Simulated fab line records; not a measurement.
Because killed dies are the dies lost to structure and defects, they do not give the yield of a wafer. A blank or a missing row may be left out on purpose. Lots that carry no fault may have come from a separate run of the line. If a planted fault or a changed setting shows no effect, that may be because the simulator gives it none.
fab line records | flow rit-cmos
[record] lots = 6 | wafers = 18 | last-day = 7
route steps=202 shown SPACER@127 NSD@131 PSD@142 SDANNEAL@153 PLDD@159 M1@202
lots with no fault: from the same line, run without faults
start-h: hours from the record's first day to the start of the lot's first wafer shown | wait-h: hours since the lot's step before | " same as the row above | L1.1+2: a single row standing in for several wafers | - no value present, or no start provided | * or withheld: withheld | < > ~ a bound
route shown NAME@n: a module of which the file shows steps, and the number in the route of the first | usual: mean and standard deviation over wafers with no fault | same: alike in all rows | chamber/n: place in a boat | sites: the reading at each site | _std_site: standard deviation of those values | _edge_site: inner sites' mean taken away from outer sites' mean | radius-mm: how far each site lies from the wafer's centre | mask NAME#n: copy n | behind: the last tool/chamber to shape the wafer | hold: why the lot was held/for how many hours/how that ended | device: whichever transistor did not switch (one of n, p or np) | end of line: at the end of the route, the tests of the same wafers | for a step that has no rows: nothing shown but its recipe | killed: dies that structure and defects cost at the first sort, which is not the same as the wafer's yield | map: a wafer's dies, marking killed ones x, the rest . and places with no die _
set.NAME: the setting that was run; set.NAME@STEP: the one run at that earlier step | model.NAME: the simulator's own value behind a step, which no gauge read
certain route steps with their lots: each step a table, each wafer a row
services: from which hour (start-h, from the record's first day; less than 0 if before it) a tool's chamber was out of use, for how many hours, and why
[[steps]]
[step RIT_SPACER_CLEAN_02]
[recipe] chemistry = SC2 | mix = 3:3:50 | time-s = 600 | temp-c = 75 | dry = n2-spin
[step RIT_SPACER_CVD_03]
[recipe] material = Si3N4 | target-thk-nm = 250 | temp-c = 810 | precursor = SiH2Cl2/NH3 | time-s = 3300 | pressure-mtorr = 300 | sih2cl2-flow-sccm = 61.17 | nh3-flow-sccm = 150
[step RIT_SPACER_THK_MEAS_04]
[recipe] reads = Si3N4_of_SPACER_CVD_03
[usual] SPACER_NITRIDE_THK = 252.8/2.3
lot.wafer | tool          | chamber | start-h | wait-h | SPACER_NITRIDE_THK[nm]
L468.2    | film-metro-01 | -       | 68.50   | 0.0    | 256.2
L468.3    | "             | -       | "       | "      | 254.0
L468.4    | "             | -       | "       | "      | 256.4
L469.2    | film-metro-04 | -       | 75.13   | 0.0    | 248.8
L469.3    | "             | -       | "       | "      | 249.0
L469.6    | "             | -       | "       | "      | 249.8
L482.1    | film-metro-02 | -       | 141.22  | 0.0    | 254.4
L482.4    | "             | -       | "       | "      | 255.0
L482.6    | "             | -       | "       | "      | 252.4
L485.1    | film-metro-02 | -       | 156.69  | 0.0    | 254.4
L485.3    | "             | -       | "       | "      | 254.1
L485.4    | "             | -       | "       | "      | 253.5
L486.2    | film-metro-01 | -       | 158.60  | 0.0    | 251.7
L486.5    | "             | -       | "       | "      | 252.2
L486.6    | "             | -       | "       | "      | 252.5
L487.1    | film-metro-04 | -       | 164.01  | 0.0    | 251.2
L487.2    | "             | -       | "       | "      | 253.3
L487.3    | "             | -       | "       | "      | 253.4
[step RIT_SPACER_ETCHBACK_05]
[recipe] target-depth-a = 2500 | SF6_flow_sccm = 30 | CHF3_flow_sccm = 30 | target = Si3N4 | chemistry = SF6/CHF3 | pressure-mtorr = 40 | rf-w = 250 | time-s = 240 | stop-on = SiO2
[usual] drypump-motor-current-A = 5.7/0.4 | oes-product-au = 0.847/0.017 | throttle-valve-pct = 10.20/0.12
lot.wafer | tool        | chamber | start-h | wait-h | drypump-motor-current-A | oes-product-au | rf-hours-counter-h | throttle-valve-pct
L468.2    | rie-diel-03 | 2       | 68.55   | 0.0    | 5.7                     | 0.861          | 3                  | 10.21
L468.3    | "           | 1       | "       | "      | 5.2                     | 0.853          | 158                | 10.07
L468.4    | "           | 3       | "       | "      | 6.0                     | 0.865          | 3                  | 10.05
L469.2    | rie-diel-03 | 0       | 75.18   | 0.0    | 6.0                     | 0.837          | 16                 | 10.26
L469.3    | "           | 3       | "       | "      | 6.0                     | 0.855          | 3                  | 10.04
L469.6    | "           | 3       | "       | "      | 6.0                     | 0.853          | -                  | 10.04
L482.1    | rie-diel-02 | 0       | 141.28  | 0.1    | 5.8                     | 0.822          | 136                | 10.37
L482.4    | "           | 2       | "       | "      | 5.4                     | 0.875          | 145                | 10.07
L482.6    | "           | 2       | "       | "      | 5.4                     | 0.867          | -                  | 10.08
L485.1    | rie-diel-04 | 1       | 156.75  | 0.1    | 5.6                     | 0.854          | 80                 | 10.01
L485.3    | "           | 0       | "       | "      | 5.3                     | 0.830          | 114                | 10.24
L485.4    | "           | 2       | "       | "      | 6.3                     | 0.853          | 8                  | 10.35
L486.2    | rie-diel-03 | 3       | 158.65  | 0.0    | 6.0                     | 0.858          | 5                  | 10.03
L486.5    | "           | 1       | "       | "      | 5.2                     | 0.838          | -                  | 10.08
L486.6    | "           | 0       | "       | "      | 6.0                     | 0.845          | -                  | 10.25
L487.1    | rie-diel-02 | 2       | 164.07  | 0.1    | 5.4                     | 0.870          | 146                | 10.07
L487.2    | "           | 0       | "       | "      | 5.8                     | 0.831          | 137                | 10.35
L487.3    | "           | 1       | "       | "      | 5.3                     | 0.859          | 16                 | 10.22
[step RIT_NSD_HMDS_00]
[recipe] prime-time-s = 60 | prime-temp-c = 140
[step RIT_NSD_COAT_01]
[recipe] resist = NOVOLAK | spin-rpm = 3250 | resist-thk-nm = 1000
[step RIT_NSD_SOFTBAKE_02]
[recipe] resist = NOVOLAK | temp-c = 90 | time-s = 60
[step RIT_NSD_EXPOSE_03]
[recipe] mask-id = M9 | na = 0.57 | target-cd-nm = 40700 | dose-mj = 250
[step RIT_NSD_PEB_04]
[recipe] resist = NOVOLAK | temp-c = withheld | time-s = withheld
[step RIT_NSD_DEVELOP_05]
[recipe] resist = NOVOLAK | develop-time-s = 50 | dev-temp-c = 23
[step RIT_NSD_OVL_MEAS_06]
[usual] NSD_OVL = -0.2/1.3
lot.wafer | tool       | chamber | start-h | wait-h | NSD_OVL[nm]
L468.2    | overlay-02 | -       | 69.56   | -      | 0.5
L468.3    | "          | -       | "       | "      | 1.9
L468.4    | "          | -       | "       | "      | 0.4
L469.2    | overlay-01 | -       | 76.18   | -      | 1.2
L469.3    | "          | -       | "       | "      | 0.3
L469.6    | "          | -       | "       | "      | 0.2
L482.1    | overlay-01 | -       | 142.40  | -      | -0.5
L482.4    | "          | -       | "       | "      | -1.2
L482.6    | "          | -       | "       | "      | -2.0
L485.1    | overlay-01 | -       | 157.88  | -      | 1.7
L485.3    | "          | -       | "       | "      | 2.5
L485.4    | "          | -       | "       | "      | 1.2
L486.2    | overlay-02 | -       | 159.82  | -      | -0.6
L486.5    | "          | -       | "       | "      | -2.2
L486.6    | "          | -       | "       | "      | 0.9
L487.1    | overlay-02 | -       | 165.26  | -      | -1.2
L487.2    | "          | -       | "       | "      | -2.2
L487.3    | "          | -       | "       | "      | -1.5
[step RIT_NSD_HARDBAKE_07]
[recipe] resist = NOVOLAK | temp-c = 138.8 | time-s = 60
[step RIT_NSD_IMPLANT_08]
[recipe] species = P | energy-kev = 25 | dose-cm2 = 1e+15 | tilt-deg = 7
[usual] beam-energy-keV = 24.999/0.0088
[same] implant-ion-amu = 31
lot.wafer | tool         | chamber | start-h | wait-h | beam-energy-keV | model.implant.rp-nm | model.implant.drp-nm
L468.2    | implanter-01 | 0       | 69.76   | 0.1    | 24.990          | 31.22               | 14.84
L468.3    | "            | 0       | "       | "      | 24.990          | 31.22               | 14.84
L468.4    | "            | 0       | "       | "      | 24.988          | 31.22               | 14.84
L469.2    | implanter-03 | 0       | 76.39   | 0.1    | 25.002          | 32.09               | 14.84
L469.3    | "            | 0       | "       | "      | 25.000          | 32.09               | 14.84
L469.6    | "            | 0       | "       | "      | 25.004          | 32.09               | 14.84
L482.1    | implanter-03 | 0       | 142.59  | 0.1    | 23.031          | 31.29               | 14.12
L482.4    | "            | 0       | "       | "      | 23.029          | 31.29               | 14.12
L482.6    | "            | 0       | "       | "      | 23.022          | 31.29               | 14.12
L485.1    | implanter-03 | 0       | 158.06  | 0.1    | 23.032          | 31.16               | 14.12
L485.3    | "            | 0       | "       | "      | 23.032          | 31.16               | 14.12
L485.4    | "            | 0       | "       | "      | 23.038          | 31.16               | 14.12
L486.2    | implanter-02 | 0       | 160.03  | 0.1    | 25.014          | 31.41               | 14.84
L486.5    | "            | 0       | "       | "      | 25.006          | 31.41               | 14.84
L486.6    | "            | 0       | "       | "      | 25.010          | 31.41               | 14.84
L487.1    | implanter-01 | 0       | 165.44  | 0.1    | 25.007          | 32.23               | 14.84
L487.2    | "            | 0       | "       | "      | 25.001          | 32.23               | 14.84
L487.3    | "            | 0       | "       | "      | 25.011          | 32.23               | 14.84
[step RIT_NSD_STRIP_09]
[recipe] chemistry = O2 | time-s = 180 | resist = NOVOLAK | platen-temp-c = withheld | power-w = 500 | pressure-mtorr = 4000 | o2-flow-sccm = 4000
[usual] drypump-motor-current-A = 5.6/0.35
lot.wafer | tool            | chamber | start-h | wait-h | drypump-motor-current-A | rf-hours-counter-h
L468.2    | plasma-asher-04 | 0       | 69.89   | 0.1    | 5.3                     | 28
L468.3    | "               | 0       | "       | "      | 5.3                     | -
L468.4    | "               | 1       | "       | "      | 5.7                     | -
L469.2    | plasma-asher-04 | 0       | 76.51   | 0.1    | 5.2                     | 29
L469.3    | "               | 0       | "       | "      | 5.3                     | -
L469.6    | "               | 0       | "       | "      | 5.3                     | -
L482.1    | plasma-asher-03 | 0       | 142.74  | 0.1    | 5.5                     | 51
L482.4    | "               | 1       | "       | "      | 5.3                     | -
L482.6    | "               | 0       | "       | "      | 5.5                     | -
L485.1    | plasma-asher-02 | 0       | 158.21  | 0.1    | 6.4                     | 51
L485.3    | "               | 1       | "       | "      | 5.5                     | -
L485.4    | "               | 0       | "       | "      | 6.4                     | -
L486.2    | plasma-asher-04 | 1       | 160.15  | 0.1    | 5.7                     | 37
L486.5    | "               | 0       | "       | "      | 5.3                     | -
L486.6    | "               | 1       | "       | "      | 5.7                     | -
L487.1    | plasma-asher-02 | 0       | 165.59  | 0.1    | 6.4                     | 51
L487.2    | "               | 1       | "       | "      | 5.4                     | 51
L487.3    | "               | 0       | "       | "      | 6.4                     | -
[step RIT_NSD_TW_MEAS_10]
[usual] NSD_TW = 3143/36
lot.wafer | tool          | chamber | start-h | wait-h | NSD_TW
L468.2    | film-metro-03 | -       | 70.07   | 0.1    | 3158
L468.3    | "             | -       | "       | "      | 3142
L468.4    | "             | -       | "       | "      | 3148
L469.2    | film-metro-03 | -       | 76.70   | 0.1    | 3158
L469.3    | "             | -       | "       | "      | 3161
L469.6    | "             | -       | "       | "      | 3152
L482.1    | film-metro-03 | -       | 142.91  | 0.1    | 3092
L482.4    | "             | -       | "       | "      | 3089
L482.6    | "             | -       | "       | "      | 3082
L485.1    | film-metro-04 | -       | 158.39  | 0.1    | 2973
L485.3    | "             | -       | "       | "      | 3004
L485.4    | "             | -       | "       | "      | 2999
L486.2    | film-metro-01 | -       | 160.34  | 0.1    | 3176
L486.5    | "             | -       | "       | "      | 3173
L486.6    | "             | -       | "       | "      | 3167
L487.1    | film-metro-03 | -       | 165.77  | 0.1    | 3159
L487.2    | "             | -       | "       | "      | 3170
L487.3    | "             | -       | "       | "      | 3161
[step RIT_PSD_HMDS_00]
[recipe] prime-time-s = 60 | prime-temp-c = 140
[step RIT_PSD_COAT_01]
[recipe] resist = NOVOLAK | spin-rpm = 3250 | resist-thk-nm = 1000
[step RIT_PSD_SOFTBAKE_02]
[recipe] resist = NOVOLAK | temp-c = 89.18 | time-s = 60
[step RIT_PSD_EXPOSE_03]
[recipe] mask-id = M10 | na = 0.57 | target-cd-nm = 40900 | dose-mj = 250
[step RIT_PSD_PEB_04]
[recipe] resist = NOVOLAK | temp-c = withheld | time-s = withheld
[step RIT_PSD_DEVELOP_05]
[recipe] resist = NOVOLAK | develop-time-s = 50 | dev-temp-c = 23
[step RIT_PSD_OVL_MEAS_06]
[usual] PSD_OVL = 0.1/1.2
lot.wafer | tool       | chamber | start-h | wait-h | PSD_OVL[nm]
L468.2    | overlay-02 | -       | 71.10   | -      | -0.1
L468.3    | "          | -       | "       | "      | -1.0
L468.4    | "          | -       | "       | "      | 0.1
L469.2    | overlay-02 | -       | 77.73   | -      | 2.7
L469.3    | "          | -       | "       | "      | 2.7
L469.6    | "          | -       | "       | "      | 3.0
L482.1    | overlay-02 | -       | 143.82  | -      | -0.7
L482.4    | "          | -       | "       | "      | 1.1
L482.6    | "          | -       | "       | "      | -0.5
L485.1    | overlay-02 | -       | 159.53  | -      | 1.3
L485.3    | "          | -       | "       | "      | 1.2
L485.4    | "          | -       | "       | "      | 0.5
L486.2    | overlay-01 | -       | 161.37  | -      | -0.5
L486.5    | "          | -       | "       | "      | -0.7
L486.6    | "          | -       | "       | "      | -0.2
L487.1    | overlay-01 | -       | 166.68  | -      | -2.2
L487.2    | "          | -       | "       | "      | -1.7
L487.3    | "          | -       | "       | "      | 0.2
[step RIT_PSD_HARDBAKE_07]
[recipe] resist = NOVOLAK | temp-c = 140 | time-s = 60
[step RIT_PSD_IMPLANT_08]
[recipe] species = BF2 | energy-kev = 27 | dose-cm2 = 5e+15 | tilt-deg = 7
[step RIT_PSD_STRIP_09]
[recipe] chemistry = O2 | time-s = 180 | resist = NOVOLAK | platen-temp-c = withheld | power-w = 500 | pressure-mtorr = 4000 | o2-flow-sccm = 4000
[usual] drypump-motor-current-A = 5.6/0.31
lot.wafer | tool            | chamber | start-h | wait-h | drypump-motor-current-A | rf-hours-counter-h
L468.2    | plasma-asher-02 | 1       | 71.43   | 0.1    | 5.5                     | 42
L468.3    | "               | 1       | "       | "      | 5.4                     | -
L468.4    | "               | 0       | "       | "      | 6.4                     | -
L469.2    | plasma-asher-01 | 0       | 78.06   | 0.1    | 5.4                     | 43
L469.3    | "               | 1       | "       | "      | 5.4                     | -
L469.6    | "               | 0       | "       | "      | 5.5                     | -
L482.1    | plasma-asher-01 | 0       | 144.16  | 0.1    | 5.4                     | 3
L482.4    | "               | 0       | "       | "      | 5.4                     | -
L482.6    | "               | 1       | "       | "      | 5.4                     | -
L485.1    | plasma-asher-04 | 0       | 159.87  | 0.1    | 5.3                     | 37
L485.3    | "               | 0       | "       | "      | 5.3                     | -
L485.4    | "               | 1       | "       | "      | 5.7                     | -
L486.2    | plasma-asher-02 | 1       | 161.70  | 0.1    | 5.5                     | 51
L486.5    | "               | 1       | "       | "      | 5.4                     | -
L486.6    | "               | 0       | "       | "      | 6.4                     | -
L487.1    | plasma-asher-01 | 0       | 167.02  | 0.1    | 5.4                     | 5
L487.2    | "               | 1       | "       | "      | 5.5                     | 5
L487.3    | "               | 1       | "       | "      | 5.5                     | -
[step RIT_PSD_TW_MEAS_10]
[usual] PSD_TW = 3433/56
lot.wafer | tool          | chamber | start-h | wait-h | PSD_TW
L468.2    | film-metro-01 | -       | 71.62   | 0.1    | 3484
L468.3    | "             | -       | "       | "      | 3474
L468.4    | "             | -       | "       | "      | 3469
L469.2    | film-metro-04 | -       | 78.24   | 0.1    | 3359
L469.3    | "             | -       | "       | "      | 3357
L469.6    | "             | -       | "       | "      | 3343
L482.1    | film-metro-04 | -       | 144.33  | 0.1    | 3341
L482.4    | "             | -       | "       | "      | 3339
L482.6    | "             | -       | "       | "      | 3333
L485.1    | film-metro-01 | -       | 160.05  | 0.1    | 3503
L485.3    | "             | -       | "       | "      | 3498
L485.4    | "             | -       | "       | "      | 3508
L486.2    | film-metro-03 | -       | 161.88  | 0.1    | 3453
L486.5    | "             | -       | "       | "      | 3469
L486.6    | "             | -       | "       | "      | 3457
L487.1    | film-metro-04 | -       | 167.19  | 0.1    | 3343
L487.2    | "             | -       | "       | "      | 3360
L487.3    | "             | -       | "       | "      | 3355
[step RIT_SDANNEAL_CLEAN_00]
[recipe] chemistry = SC1 | mix = 3:3:50 | time-s = 600 | temp-c = 75
[step RIT_SDANNEAL_CLEAN_01]
[recipe] chemistry = dHF | dilution = 50:1 | time-s = 30
[step RIT_SDANNEAL_CLEAN_02]
[recipe] chemistry = SC2 | mix = 3:3:50 | time-s = 600 | temp-c = 75 | dry = n2-spin
[step RIT_SDANNEAL_RTA_03]
[recipe] temp-c = 1050 | time-s = 5 | idle-temp-c = 600 | ramp-up-c-per-s = 342 | ramp-down-c-per-s = 171 | cool-to-c = 600 | ambient = N2
[usual] anneal-temp-c-max = 1055.2/0.94 | wafer_temp_C_max = 1053.5/1.1
lot.wafer | tool          | chamber | start-h | wait-h | anneal-temp-c-max | wafer_temp_C_max
L468.2    | rtp-anneal-01 | 0       | 72.04   | 0.0    | 1054.7            | 1055.0
L468.3    | "             | 0       | "       | "      | 1055.7            | 1051.1
L468.4    | "             | 0       | "       | "      | 1054.6            | 1054.6
L469.2    | rtp-anneal-02 | 0       | 78.67   | 0.0    | 1055.9            | 1055.2
L469.3    | "             | 0       | "       | "      | 1055.7            | 1053.2
L469.6    | "             | 0       | "       | "      | 1055.0            | 1053.5
L482.1    | rtp-anneal-01 | 0       | 144.78  | 0.0    | 1054.4            | 1053.6
L482.4    | "             | 0       | "       | "      | 1056.1            | 1052.8
L482.6    | "             | 0       | "       | "      | 1055.3            | 1052.4
L485.1    | rtp-anneal-02 | 0       | 160.51  | 0.0    | 1055.7            | 1054.8
L485.3    | "             | 0       | "       | "      | 1054.8            | 1052.2
L485.4    | "             | 0       | "       | "      | 1055.1            | 1053.3
L486.2    | rtp-anneal-01 | 0       | 162.38  | 0.0    | 1056.0            | 1053.6
L486.5    | "             | 0       | "       | "      | 1056.3            | 1052.9
L486.6    | "             | 0       | "       | "      | 1054.5            | 1052.6
L487.1    | rtp-anneal-02 | 0       | 167.65  | 0.0    | 1054.2            | 1054.8
L487.2    | "             | 0       | "       | "      | 1055.3            | 1052.2
L487.3    | "             | 0       | "       | "      | 1054.5            | 1052.7
[step RIT_SDANNEAL_RS_MEAS_04]
[recipe] thk-meas-gauge = four-point-probe
[usual] PSD_RS = 115.9/0.33
lot.wafer | tool          | chamber | start-h | wait-h | PSD_RS[ohm/sq]
L468.2    | film-metro-01 | -       | 72.11   | 0.1    | 115.7
L468.3    | "             | -       | "       | "      | 115.1
L468.4    | "             | -       | "       | "      | 115.5
L469.2    | film-metro-03 | -       | 78.74   | 0.1    | 115.7
L469.3    | "             | -       | "       | "      | 115.8
L469.6    | "             | -       | "       | "      | 115.6
L482.1    | film-metro-04 | -       | 144.84  | 0.0    | 116.1
L482.4    | "             | -       | "       | "      | 116.3
L482.6    | "             | -       | "       | "      | 116.1
L485.1    | film-metro-03 | -       | 160.56  | 0.0    | 116.7
L485.3    | "             | -       | "       | "      | 116.6
L485.4    | "             | -       | "       | "      | 116.4
L486.2    | film-metro-04 | -       | 162.45  | 0.1    | 116.4
L486.5    | "             | -       | "       | "      | 116.5
L486.6    | "             | -       | "       | "      | 116.4
L487.1    | film-metro-01 | -       | 167.71  | 0.0    | 115.4
L487.2    | "             | -       | "       | "      | 115.2
L487.3    | "             | -       | "       | "      | 115.8
[step RIT_SDANNEAL_RS_MEAS_05]
[recipe] thk-meas-gauge = four-point-probe
[usual] NSD_RS = 84.5/0.33
lot.wafer | tool          | chamber | start-h | wait-h | NSD_RS[ohm/sq]
L468.2    | film-metro-01 | -       | 72.23   | 0.1    | 84.4
L468.3    | "             | -       | "       | "      | 84.4
L468.4    | "             | -       | "       | "      | 84.4
L469.2    | film-metro-03 | -       | 78.86   | 0.1    | 84.0
L469.3    | "             | -       | "       | "      | 84.2
L469.6    | "             | -       | "       | "      | 84.3
L482.1    | film-metro-04 | -       | 144.96  | 0.1    | 85.6
L482.4    | "             | -       | "       | "      | 85.5
L482.6    | "             | -       | "       | "      | 85.6
L485.1    | film-metro-03 | -       | 160.68  | 0.1    | 85.6
L485.3    | "             | -       | "       | "      | 85.7
L485.4    | "             | -       | "       | "      | 86.0
L486.2    | film-metro-04 | -       | 162.57  | 0.1    | 84.8
L486.5    | "             | -       | "       | "      | 84.7
L486.6    | "             | -       | "       | "      | 84.6
L487.1    | film-metro-01 | -       | 167.83  | 0.1    | 84.7
L487.2    | "             | -       | "       | "      | 84.5
L487.3    | "             | -       | "       | "      | 84.8
[step RIT_SDANNEAL_RS_MEAS_06]
[recipe] thk-meas-gauge = four-point-probe
[usual] PLDD_RS = 178.6/0.5
lot.wafer | tool          | chamber | start-h | wait-h | PLDD_RS[ohm/sq]
L468.2    | film-metro-01 | -       | 72.35   | 0.1    | 178.8
L468.3    | "             | -       | "       | "      | 178.7
L468.4    | "             | -       | "       | "      | 178.8
L469.2    | film-metro-03 | -       | 78.98   | 0.1    | 178.0
L469.3    | "             | -       | "       | "      | 178.4
L469.6    | "             | -       | "       | "      | 178.4
L482.1    | film-metro-04 | -       | 145.08  | 0.1    | 179.1
L482.4    | "             | -       | "       | "      | 179.5
L482.6    | "             | -       | "       | "      | 179.5
L485.1    | film-metro-03 | -       | 160.80  | 0.1    | 179.0
L485.3    | "             | -       | "       | "      | 178.8
L485.4    | "             | -       | "       | "      | 178.9
L486.2    | film-metro-04 | -       | 162.69  | 0.1    | 178.4
L486.5    | "             | -       | "       | "      | 179.4
L486.6    | "             | -       | "       | "      | 178.5
L487.1    | film-metro-01 | -       | 167.95  | 0.1    | 178.0
L487.2    | "             | -       | "       | "      | 178.1
L487.3    | "             | -       | "       | "      | 178.4
[step RIT_M1_PROBE_99]
[usual] killed_at_M0_to_M3 = 0.0/0.14 | killed-at-contacts = 0.1/0.34 | killed-at-front-end = 6.6/2.7 | killed-dies = 6.7/2.7 | killed-open = 3.5/1.9 | killed-short = 3.1/1.8
[same] gross-dies = 264 | killed_at_M4_up = 0 | killed-at-back-side = 0 | killed-at-other = 0
lot.wafer | tool      | chamber | start-h | wait-h | killed_at_M0_to_M3 | killed-at-contacts | killed-at-front-end | killed-dies | killed-open | killed-short | model.etest.contact-nplus.end-ohm-um
L468.2    | prober-01 | -       | 79.37   | 0.1    | 0                  | 0                  | 7                   | 7           | 4           | 3            | 43.51
L468.3    | prober-01 | -       | 79.42   | 0.2    | 0                  | 0                  | 7                   | 7           | 3           | 4            | 43.31
L468.4    | prober-01 | -       | 79.47   | 0.2    | 0                  | 0                  | 7                   | 7           | 4           | 3            | 43.07
L469.2    | prober-02 | -       | 86.23   | 0.1    | 0                  | 0                  | 4                   | 4           | 3           | 1            | 42.52
L469.3    | prober-02 | -       | 86.28   | 0.2    | 0                  | 0                  | 3                   | 3           | 2           | 1            | 41.7
L469.6    | prober-02 | -       | 86.43   | 0.2    | 0                  | 0                  | 8                   | 8           | 5           | 3            | 43.33
L482.1    | prober-01 | -       | 152.21  | 0.1    | 0                  | 0                  | 4                   | 4           | 2           | 2            | 45.76
L482.4    | prober-01 | -       | 152.36  | 0.2    | 1                  | 0                  | 5                   | 6           | 3           | 3            | 45.61
L482.6    | prober-01 | -       | 152.46  | 0.2    | 0                  | 0                  | 6                   | 6           | 3           | 3            | 45.18
L485.1    | prober-02 | -       | 168.20  | 0.1    | 0                  | 0                  | 8                   | 8           | 4           | 4            | 43.6
L485.3    | prober-02 | -       | 168.30  | 0.2    | 0                  | 0                  | 7                   | 7           | 5           | 2            | 44.51
L485.4    | prober-02 | -       | 168.35  | 0.2    | 0                  | 0                  | 3                   | 3           | 2           | 1            | 43.42
L486.2    | prober-01 | -       | 170.06  | 0.1    | 0                  | 1                  | 4                   | 5           | 3           | 2            | 44.01
L486.5    | prober-01 | -       | 170.21  | 0.2    | 0                  | 0                  | 5                   | 5           | 2           | 3            | 44.42
L486.6    | prober-01 | -       | 170.26  | 0.2    | 0                  | 0                  | 4                   | 4           | 3           | 1            | 43.59
L487.1    | prober-02 | -       | 175.07  | 0.1    | 0                  | 0                  | 6                   | 6           | 3           | 3            | 43.7
L487.2    | prober-02 | -       | 175.12  | 0.1    | 0                  | 0                  | 5                   | 5           | 4           | 1            | 41.58
L487.3    | prober-02 | -       | 175.17  | 0.2    | 0                  | 1                  | 9                   | 10          | 5           | 5            | 43.25
// killed by level:class
L468.2 FOX1:geometric-particle:open=2 FOX1:geometric-particle:short=1 GATE:geometric-particle:short=1 GATE:geometric-particle:open=1 REOX:geometric-particle:short=1 SPACER:geometric-particle:open=1
L468.3 SILICIDE:geometric-particle:short=2 GATE:geometric-particle:open=1 REOX:geometric-particle:open=1 REOX:geometric-particle:short=1 SPACER:geometric-particle:short=1 SILICIDE:geometric-particle:open=1
L468.4 FOX1:geometric-particle:open=2 FOX1:geometric-particle:short=1 GATE:geometric-particle:open=1 SPACER:geometric-particle:short=1 SILICIDE:geometric-particle:open=1 SILICIDE:geometric-particle:short=1
L469.2 GATE:geometric-particle:open=2 SPACER:geometric-particle:open=1 SILICIDE:geometric-particle:short=1
L469.3 GATE:geometric-particle:open=2 GATE:geometric-particle:short=1
L469.6 FOX1:geometric-particle:open=2 FOX2:geometric-particle:open=1 GATE:geometric-particle:short=1 REOX:geometric-particle:open=1 SPACER:geometric-particle:short=1 SPACER:geometric-particle:open=1 SILICIDE:geometric-particle:short=1
L482.1 GATE:geometric-particle:open=2 FOX2:geometric-particle:short=1 REOX:geometric-particle:short=1
L482.4 FOX2:geometric-particle:open=1 GATE:geometric-particle:short=1 GATE:geometric-particle:open=1 REOX:geometric-particle:short=1 SILICIDE:geometric-particle:open=1 M1:geometric-particle:short=1
L482.6 GATE:geometric-particle:short=2 SPACER:geometric-particle:open=2 SILICIDE:geometric-particle:short=1 SILICIDE:geometric-particle:open=1
L485.1 GATE:geometric-particle:open=4 GATE:geometric-particle:short=3 FOX2:geometric-particle:short=1
L485.3 FOX2:geometric-particle:open=2 GATE:geometric-particle:open=2 REOX:geometric-particle:short=2 SPACER:geometric-particle:open=1
L485.4 GATE:geometric-particle:open=1 REOX:geometric-particle:open=1 REOX:geometric-particle:short=1
L486.2 FOX2:geometric-particle:open=1 GATE:geometric-particle:open=1 GATE:geometric-particle:short=1 REOX:geometric-particle:short=1 CONTACT:geometric-particle:open=1
L486.5 SPACER:geometric-particle:short=2 GATE:geometric-particle:open=1 SPACER:geometric-particle:open=1 SILICIDE:geometric-particle:short=1
L486.6 FOX1:geometric-particle:short=1 REOX:geometric-particle:open=1 SPACER:geometric-particle:open=1 SILICIDE:geometric-particle:open=1
L487.1 GATE:geometric-particle:open=3 REOX:geometric-particle:short=2 GATE:geometric-particle:short=1
L487.2 SILICIDE:geometric-particle:open=2 GATE:geometric-particle:open=1 SPACER:geometric-particle:open=1 SPACER:geometric-particle:short=1
L487.3 SILICIDE:geometric-particle:short=3 FOX1:geometric-particle:short=1 GATE:geometric-particle:short=1 GATE:geometric-particle:open=1 REOX:geometric-particle:open=1 SPACER:geometric-particle:open=1 SILICIDE:geometric-particle:open=1 CONTACT:geometric-particle:open=1
[[services]]
tool            | chamber | start-h | hours | kind
rtp-anneal-02   | -       | 45.27   | 5.8   | pm
implanter-01    | -       | 50.78   | 1.3   | repair
rie-diel-02     | 2       | 63.37   | 2.7   | repair
implanter-03    | -       | 67.72   | 1.5   | repair
rie-diel-03     | 0       | 71.75   | 2.1   | repair
rie-diel-03     | -       | 82.90   | 2.8   | pm
rie-diel-04     | 2       | 85.69   | 40.9  | repair
implanter-03    | -       | 88.98   | 2.4   | repair
rie-diel-04     | 1       | 93.01   | 11.3  | repair
rie-diel-03     | 1       | 103.93  | -     | clean
rie-diel-03     | 1       | 103.93  | 17.7  | scheduled-down
rie-diel-03     | 1       | 103.93  | 17.7  | vent-cycle
plasma-asher-01 | -       | 105.73  | 1.2   | repair
plasma-asher-01 | -       | 108.75  | 9.0   | pm
plasma-asher-01 | 0       | 108.75  | 9.0   | vent-cycle
plasma-asher-01 | 1       | 108.75  | 9.0   | vent-cycle
plasma-asher-01 | 0       | 117.75  | -     | clean
plasma-asher-01 | 1       | 117.75  | -     | clean
rie-diel-04     | 2       | 138.04  | 3.8   | repair
rie-diel-03     | 1       | 138.49  | 2.7   | repair
implanter-03    | -       | 147.25  | 5.5   | pm
[[key]]
[first-sign] step = RIT_NSD_IMPLANT_08 | reading = beam-energy-keV | direction = down | sigmas = 99+ | usual = 24.999 | struck = 23.031
[effect] step = RIT_SDANNEAL_RS_MEAS_05 | reading = NSD_RS | direction = up | sigmas = 3.5 | usual = 84.5 | struck = 85.7
[model-effect] step = RIT_NSD_IMPLANT_08 | value = implant.rp-nm | without = 33 | struck = 31.23
[model-effect] step = RIT_M1_PROBE_99 | value = etest.contact-nplus.end-ohm-um | without = 42.35 | struck = 44.68
met-at RIT_NSD_IMPLANT_08
struck-wafers L482.1,L482.4,L482.6,L485.1,L485.3,L485.4
tester-left-out L482,L485
onset-between 76.39 142.59
[fault] kind = process-parameter-drift | tool = implanter-03 | chamber = - | onset-h = 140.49 | steps = RIT_NSD_IMPLANT_08 | channel = energy-kev | offset = -1.9679 | shape = step | end-h = 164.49 | acts-in = these-recipes-only | stated = 25
// tester-left-out: of these lots the tester's yield and bins aren't shown, on N5 and GAA mostly nor the transistor test; their killed dies are dies lost to structure and defects alone, not to doping, threshold or leakage, so they don't give the yield
